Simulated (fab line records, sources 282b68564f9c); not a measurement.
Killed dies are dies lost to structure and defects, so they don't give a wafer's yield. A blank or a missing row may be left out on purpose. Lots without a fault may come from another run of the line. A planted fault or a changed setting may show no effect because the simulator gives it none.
Which tool did it? | flow rit_cmos | 14 lots, 42 wafers sampled, at 1 step of a route of 202

WHAT THE GAUGES READ, wafer by wafer
RIT_FOX1_THK_MEAS_01.
lot  | measured    | on            | FOX1_OXIDE_THK (nm)
L263 | day 1 18:40 | film_metro-02 | 361 357 363
L264 | day 1 23:05 | film_metro-03 | 351 351 357
L266 | day 2 07:54 | film_metro-01 | 349 352 350
L267 | day 2 14:11 | film_metro-03 | 340 340 344
L268 | day 2 18:51 | film_metro-03 | 351 353 358
L269 | day 3 00:07 | film_metro-02 | 335 338 341
L270 | day 3 05:51 | film_metro-03 | 348 345 337
L272 | day 3 13:49 | film_metro-01 | 346 349 348
L273 | day 3 19:05 | film_metro-03 | 344 346 347
L275 | day 4 04:57 | film_metro-03 | 336 331 332
L283 | day 5 21:02 | film_metro-01 | 351 342 352
L284 | day 6 01:58 | film_metro-01 | 350 349 344
L285 | day 6 07:46 | film_metro-02 | 343 346 336
L286 | day 6 14:25 | film_metro-02 | 340 346 346

WHICH TOOL RAN EACH LOT (tool, then ch and the chambers of the sampled wafers, then the start)
The record holds no process step before these readings.

WHAT THE TOOLS THEMSELVES READ (means of the sampled wafers that have a number; where no wafer has one, the mark that the record gives instead)
The record holds no such reading with a usual standard deviation.

THE ANSWER, worked out from the rows above alone
Rule: what is usual is taken from the lots themselves. Put in order of their means at a reading, lots are off if they are a third of the lots or fewer, leave a main group of 4 or more, and stand apart from it by a gap of 3 or more times the standard deviation of the main group's means; of several such gaps the widest counts. A main group whose means are all the same, to the digits that the tables above print for the reading, isn't used. A lot without any number at a reading at which 4 lots or more have one is off too. The other lots that the step has rows for count as sound. The gauges are gone through in route order, then the tools' own readings, and for those a lot's mean is taken as printed above. The first step at which some lot is off is used, and at that step the reading that is off furthest; a lot without a number counts as furthest.
No lot is off at any reading shown: from this, nothing can be told.

WHAT THE SIMULATOR HAD PUT IN
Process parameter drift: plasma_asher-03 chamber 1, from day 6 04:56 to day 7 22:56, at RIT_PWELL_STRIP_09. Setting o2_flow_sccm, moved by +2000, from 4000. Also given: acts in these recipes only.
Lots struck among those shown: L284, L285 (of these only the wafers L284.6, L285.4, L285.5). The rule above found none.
